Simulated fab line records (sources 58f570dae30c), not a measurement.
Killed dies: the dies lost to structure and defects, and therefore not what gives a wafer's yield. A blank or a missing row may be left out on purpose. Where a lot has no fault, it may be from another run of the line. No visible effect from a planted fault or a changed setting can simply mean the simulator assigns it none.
One fault seen from 2 desks	flow berkeley-cmos170	each desk has only its own numbers; what lay behind them comes last

== METROLOGY DESK ==
What the gauges read for every lot (on any tool): the sampled wafers with a number, averaged. If a lot's mean is further than 4 standard deviations from the usual mean, the lot is out of limits and carries the mark OUT (the distance appears in the brackets).
Columns: A = ACTIVE_NITRIDE_THK at UCB170_ACTIVE_THK_MEAS_06, usual 220.1 nm; B = V2_TEOS_THK at UCB170_V2_THK_MEAS_01, usual 1996 nm
lot	first seen here	A	B
L206	day 5 00:44	224.0	2034
L209	day 5 05:08	222.1	2023
L211	day 5 16:12	223.1	1975
L210	day 5 16:16	217.6	1983
L215	day 6 02:36	216.3	1987
L212	day 6 02:37	218.1	2012
L216	day 6 21:42	220.3	2012
L217	day 6 21:43	220.2	2000
L219	day 7 11:10	219.9	2010
L218	day 7 11:11	220.8	1987
L220	day 7 17:57	221.4	1974
L222	day 8 10:20	221.4	2025
L224	day 8 21:51	219.1	1731 (-11) OUT
L228	day 9 06:15	219.8	1719 (-12) OUT
This desk finds L224, L228 out of limits, with the earliest case on L224 at day 12 14:17 (V2_TEOS_THK at UCB170_V2_THK_MEAS_01). L206, L209, L211, L210, L215, L212, L216, L217, L219, L218, L220, L222: within limits.

== DESK OF THE TOOL OWNER: pecvd-01 ==
The tool's own readings at UCB170_V2_CVD_00 (deposits SiO2 from TEOS/O2, target thk 2000 nm, time 250 s): means of the sampled wafers that have a number, for each lot that ran on this tool. If a lot's mean is further than 4 standard deviations from the usual mean, the lot is out of limits and carries the mark OUT (the distance appears in the brackets).
Columns: A = heater-power-w at UCB170_V2_CVD_00, usual 248 W; B = rf-fwd-power-W at UCB170_V2_CVD_00, usual 548.3 W
lot	first seen here	A	B
L206	day 9 08:52	233	549.2
L212	day 10 05:04	220	548.6
L217	day 10 15:34	247	547.0
L216	day 11 00:41	242	548.2
L219	day 11 08:56	227	548.9
L220	day 11 09:53	220	547.7
L222	day 12 00:05	230	546.6
L224	day 12 14:10	325	329.5 (-99 or more) OUT
L228	day 12 21:43	336	327.7 (-99 or more) OUT
Finding of this desk: L224, L228 out of limits; the first was L224 at day 12 14:10, on rf-fwd-power-W at UCB170_V2_CVD_00. L206, L212, L217, L216, L219, L220, L222: within limits.

== ALL TOGETHER ==
An alarm could have come from the tool owner's desk at day 12 14:10, on L224, L228.
The metrology desk could have raised an alarm at day 12 14:17, on L224, L228.
UCB170_V2_CVD_00 was run on pecvd-01 by each of the lots named.

== WHAT THE SIMULATOR HAD INSERTED ==
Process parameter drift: pecvd-01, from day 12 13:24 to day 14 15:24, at UCB170_V2_CVD_00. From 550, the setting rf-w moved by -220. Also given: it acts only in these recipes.
Lots struck among those shown: L224, L228.
Hours from the fault's start to each desk's first reading out of limits: the tool owner's desk, 1; the metrology desk, 1.
